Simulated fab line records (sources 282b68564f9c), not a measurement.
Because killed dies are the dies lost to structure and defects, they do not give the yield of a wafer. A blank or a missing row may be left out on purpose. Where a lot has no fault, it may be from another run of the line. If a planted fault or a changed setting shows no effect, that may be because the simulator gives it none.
Problem report, 8D (eight disciplines) form, completed by code | flow ritCmos | the parts of the form that need people (team, actions taken, sign-off) are left out

## 1. WHAT WENT WRONG
Across 6 wafers from 2 lots, SILICIDE_TI_RS at RIT_SILICIDE_RS_MEAS_02 averages 32.5 ohm/sq, while fault-free wafers read 47.3 ohm/sq with a standard deviation of 0.88. Relative to the usual mean, that is a shift of -17 standard deviations.
The step: measures by four-point-probe.
Earliest sighting: wafer L913.1 on filmMetro-04 at day 5 15:31. The record holds 42 wafers of 14 lots with a number at this step. Rule for "out", or "out of limits": more than 4 standard deviations from the usual mean. Any other wafer with a number is counted as sound.

## 2. WHAT IT IS; WHAT IT IS NOT
question                    | is                         | is not
which readings at this step | SILICIDE_TI_RS             | -
which lots                  | L913, L915                 | L902, L903, L904, L905, L907, L908, L916, L918, L920, L922, L923, L925
which wafers of those lots  | all that have a number     | -
read on which gauges        | filmMetro-03, filmMetro-04 | filmMetro-01
when                        | from day 5 15:31           | up to then (18 sound wafers); but 18 sound wafers of L916, L918, L920, L922, L923, L925 came after

## 3. SUSPECTS, AND WHAT RULES EACH OUT
Counting: a tool stays on the suspect list if, at a process step up to the reading, it processed all lots that are out and no sound lot following the first of them.
- the gauge at RIT_SILICIDE_RS_MEAS_02 has been ruled out. The wafers that are out were read on 2 gauges (filmMetro-03, filmMetro-04).
- pvdSputter-02 at RIT_SILICIDE_SPUTTER_01 (material Ti, target thk 30 nm, time 240 s): kept. Every lot that is out went through it, starting with L913 (day 5 15:22), and after that it ran no sound lot; the last sound lot it ran before then is L905 (day 4 01:20).
Left after counting: pvdSputter-02 at RIT_SILICIDE_SPUTTER_01.

## 4. THE CAUSE (what the simulator had put in)
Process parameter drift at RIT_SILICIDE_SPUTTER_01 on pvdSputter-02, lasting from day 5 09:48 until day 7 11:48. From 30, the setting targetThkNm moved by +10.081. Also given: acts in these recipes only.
After counting, this tool was the only one left.

## 5. THE EFFECT CHAIN, in route order
Each row: a reading whose mean over the struck wafers that have a number lies more than 3 standard deviations from the usual. Only readings for which the record gives a usual standard deviation are gone through. hours: the time from each lot's start at the first step in this table that gives one to its start at this step, as a median over the lots. sigmas: the change in usual standard deviations.
hours | step                     | reading         | usual       | on struck wafers | change | sigmas
0     | RIT_SILICIDE_RS_MEAS_02  | SILICIDE_TI_RS  | 47.3 ohm/sq | 32.5             | -14.8  | -17
0     | RIT_SILICIDE_THK_MEAS_03 | SILICIDE_TI_THK | 29.7 nm     | 40.2             | +10.5  | +22

## 6. WHAT WOULD HAVE CAUGHT IT SOONER
Counted from the fault's start at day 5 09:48, it took 6 hours until the first out-of-limits reading at a measuring or inspecting step in this record, taken at day 5 15:31.
Of the tool readings at RIT_SILICIDE_SPUTTER_01 for which the record gives a usual standard deviation, none was out on any struck wafer, so an alarm limit of 4 standard deviations on them would not have fired.
L915, from the lots that are out (2), started RIT_SILICIDE_SPUTTER_01 on pvdSputter-02 later than day 5 15:31. Holding the tool at that time would have saved it.
